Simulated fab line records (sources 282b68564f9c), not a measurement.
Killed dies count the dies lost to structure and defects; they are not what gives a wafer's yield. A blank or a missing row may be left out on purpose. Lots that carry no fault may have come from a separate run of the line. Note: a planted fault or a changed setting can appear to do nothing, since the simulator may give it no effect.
Tool commonality check + flow rit_cmos + 14 lots and 42 wafers in the sample

## REASON FOR OPENING
2 of 14 lots carry a flag on the reading PLDD_TW at RIT_PLDD_TW_MEAS_10. No-fault wafers: 2361, standard deviation 15.
Rule: flag the lot when none of its wafers has a number, or when each of its wafers that has one lies beyond 4 standard deviations from that mean. The rest of the lots are taken to be sound.

| lot  | measured    | on            | PLDD_TW, wafer by wafer | flag    |
|------|-------------|---------------|-------------------------|---------|
| L796 | day 3 05:50 | film_metro-02 | 2369 2360 2366          |         |
| L799 | day 3 19:10 | film_metro-02 | 2359 2352 2370          |         |
| L800 | day 3 22:23 | film_metro-03 | 2376 2367 2375          |         |
| L802 | day 4 05:01 | film_metro-04 | 2365 2367 2366          |         |
| L803 | day 4 09:06 | film_metro-04 | 2366 2351 2369          |         |
| L804 | day 4 17:34 | film_metro-02 | 2367 2369 2357          |         |
| L808 | day 6 00:30 | film_metro-02 | 2376 2351 2352          |         |
| L810 | day 6 06:46 | film_metro-02 | 2347 2347 2351          |         |
| L812 | day 6 17:00 | film_metro-04 | 2344 2352 2355          |         |
| L813 | day 7 00:27 | film_metro-03 | 2379 2384 2391          |         |
| L814 | day 7 00:43 | film_metro-04 | 2338 2347 2343          |         |
| L816 | day 7 05:22 | film_metro-03 | 2136 2144 2165          | FLAGGED |
| L815 | day 7 05:26 | film_metro-02 | 2374 2369 2372          |         |
| L818 | day 7 18:02 | film_metro-03 | 2156 2146 2162          | FLAGGED |
The numbers of the flagged lots are 2152 on average: -210 against the usual, or -14 standard deviations.

## TOOL THAT RAN EACH LOT
The record keeps 1 process step preceding the reading, out of 202 steps on the route. Every cell lists first the tool, next ch and the chambers used by the sampled wafers, and last the start.
| lot  | flag    | RIT_PLDD_IMPLANT_08            |
|------|---------|--------------------------------|
| L796 |         | implanter-01 ch 0, day 3 05:31 |
| L799 |         | implanter-03 ch 0, day 3 18:52 |
| L800 |         | implanter-01 ch 0, day 3 22:03 |
| L802 |         | implanter-04 ch 0, day 4 04:43 |
| L803 |         | implanter-01 ch 0, day 4 08:48 |
| L804 |         | implanter-04 ch 0, day 4 17:15 |
| L808 |         | implanter-03 ch 0, day 6 00:11 |
| L810 |         | implanter-03 ch 0, day 6 06:27 |
| L812 |         | implanter-01 ch 0, day 6 16:41 |
| L813 |         | implanter-04 ch 0, day 7 00:10 |
| L814 |         | implanter-01 ch 0, day 7 00:25 |
| L816 | FLAGGED | implanter-03 ch 0, day 7 05:04 |
| L815 |         | implanter-01 ch 0, day 7 05:07 |
| L818 | FLAGGED | implanter-03 ch 0, day 7 17:43 |
What is done by these steps:
- RIT_PLDD_IMPLANT_08
- RIT_PLDD_TW_MEAS_10

## FLAGGED AGAINST TOTAL, ONE TOOL AT A TIME (gauges that did the reading follow at the end)
| step                | tool          | lots run | flagged | share of the flagged lots | sound lots run after its first flagged lot |
|---------------------|---------------|----------|---------|---------------------------|--------------------------------------------|
| RIT_PLDD_IMPLANT_08 | implanter-01  | 6        | 0       | none                      | -                                          |
| RIT_PLDD_IMPLANT_08 | implanter-03  | 5        | 2       | all                       | 0                                          |
| RIT_PLDD_IMPLANT_08 | implanter-04  | 3        | 0       | none                      | -                                          |
| RIT_PLDD_TW_MEAS_10 | film_metro-02 | 6        | 0       | none                      | -                                          |
| RIT_PLDD_TW_MEAS_10 | film_metro-03 | 4        | 2       | all                       | 0                                          |
| RIT_PLDD_TW_MEAS_10 | film_metro-04 | 4        | 0       | none                      | -                                          |

## WHAT THE TABLE PERMITS
In 2 table rows, all flagged lots were run: implanter-03 (RIT_PLDD_IMPLANT_08), film_metro-03 (RIT_PLDD_TW_MEAS_10).
- implanter-03 at RIT_PLDD_IMPLANT_08: 2 of its 5 lots flagged. Its last sound lot is L810 (day 6 06:27), its first flagged lot L816 (day 7 05:04): a fault that began between those two fits. Its own readings lie more than 4 standard deviations out on every wafer of the flagged lots: beam_energy_keV.
- film_metro-03 at RIT_PLDD_TW_MEAS_10: 2 of its 4 lots flagged. Its last sound lot is L813 (day 7 00:27), its first flagged lot L816 (day 7 05:22): a fault that began between those two fits.
These 2 tools cannot be told apart by counting lots, since each of them fits a fault that started at some hour. More lots, or a look at what each step does to the wafer, might.

## WHAT THE SIMULATOR HAD PUT IN
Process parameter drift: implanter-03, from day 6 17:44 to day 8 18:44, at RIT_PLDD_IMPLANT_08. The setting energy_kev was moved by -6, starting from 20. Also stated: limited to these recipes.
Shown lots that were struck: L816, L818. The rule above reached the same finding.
